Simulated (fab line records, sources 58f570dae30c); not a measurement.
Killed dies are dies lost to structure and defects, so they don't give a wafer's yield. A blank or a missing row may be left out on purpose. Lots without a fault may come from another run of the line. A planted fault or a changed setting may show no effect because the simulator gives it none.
Which tool did it? | flow berkeley_cmos170 | 7 lots, 21 wafers sampled, at 2 steps of a route of 331

WHAT THE GAUGES READ, wafer by wafer
UCB170_M2_CD_MEAS_15: target cd 700 nm.
lot  | measured     | on        | cd_nm (nm)
L300 | day 8 06:13  | cd_sem-01 | 700.9 701.4 701.2
L301 | day 8 11:06  | cd_sem-02 | 702.7 701.7 701.3
L302 | day 9 04:14  | cd_sem-01 | 699.6 699.5 698.5
L311 | day 9 23:52  | cd_sem-01 | 700.9 699.3 700.5
L312 | day 10 11:22 | cd_sem-01 | 643.0 642.8 643.1
L318 | day 11 14:49 | cd_sem-02 | 699.3 700.7 700.8
L321 | day 12 03:35 | cd_sem-02 | 701.8 702.0 702.3

WHICH TOOL RAN EACH LOT (tool, then ch and the chambers of the sampled wafers, then the start)
lot  | UCB170_M2_SOFTBAKE_11
L300 | litho_track-04 ch 0, day 8 05:00
L301 | litho_track-03 ch 0, day 8 10:00
L302 | litho_track-04 ch 0, day 9 03:00
L311 | litho_track-03 ch 0, day 9 22:00
L312 | litho_track-02 ch 0, day 10 10:00
L318 | litho_track-03 ch 0, day 11 13:00
L321 | litho_track-04 ch 0, day 12 02:00
- UCB170_M2_SOFTBAKE_11: time 60 s.

THE ANSWER, worked out from the rows above alone
Rule: what is usual is taken from the lots themselves. Put in order of their means at a reading, lots are off if they are a third of the lots or fewer, leave a main group of 4 or more, and stand apart from it by a gap of 3 or more times the standard deviation of the main group's means; of several such gaps the widest counts. A main group whose means are all the same, to the digits that the tables above print for the reading, isn't used. A lot without any number at a reading at which 4 lots or more have one is off too. The other lots that the step has rows for count as sound.
Off: L312, at UCB170_M2_CD_MEAS_15 (cd_nm). The main group: mean 700.8 nm, standard deviation 1.
A tool fits if, at a process step before that reading, it ran every lot that is off, and no sound lot after the first of them. The gauges at UCB170_M2_CD_MEAS_15 are tried like those tools. Can't be told from this: 2 tools fit, litho_track-02 at UCB170_M2_SOFTBAKE_11, cd_sem-01 at UCB170_M2_CD_MEAS_15.

WHAT THE SIMULATOR HAD PUT IN
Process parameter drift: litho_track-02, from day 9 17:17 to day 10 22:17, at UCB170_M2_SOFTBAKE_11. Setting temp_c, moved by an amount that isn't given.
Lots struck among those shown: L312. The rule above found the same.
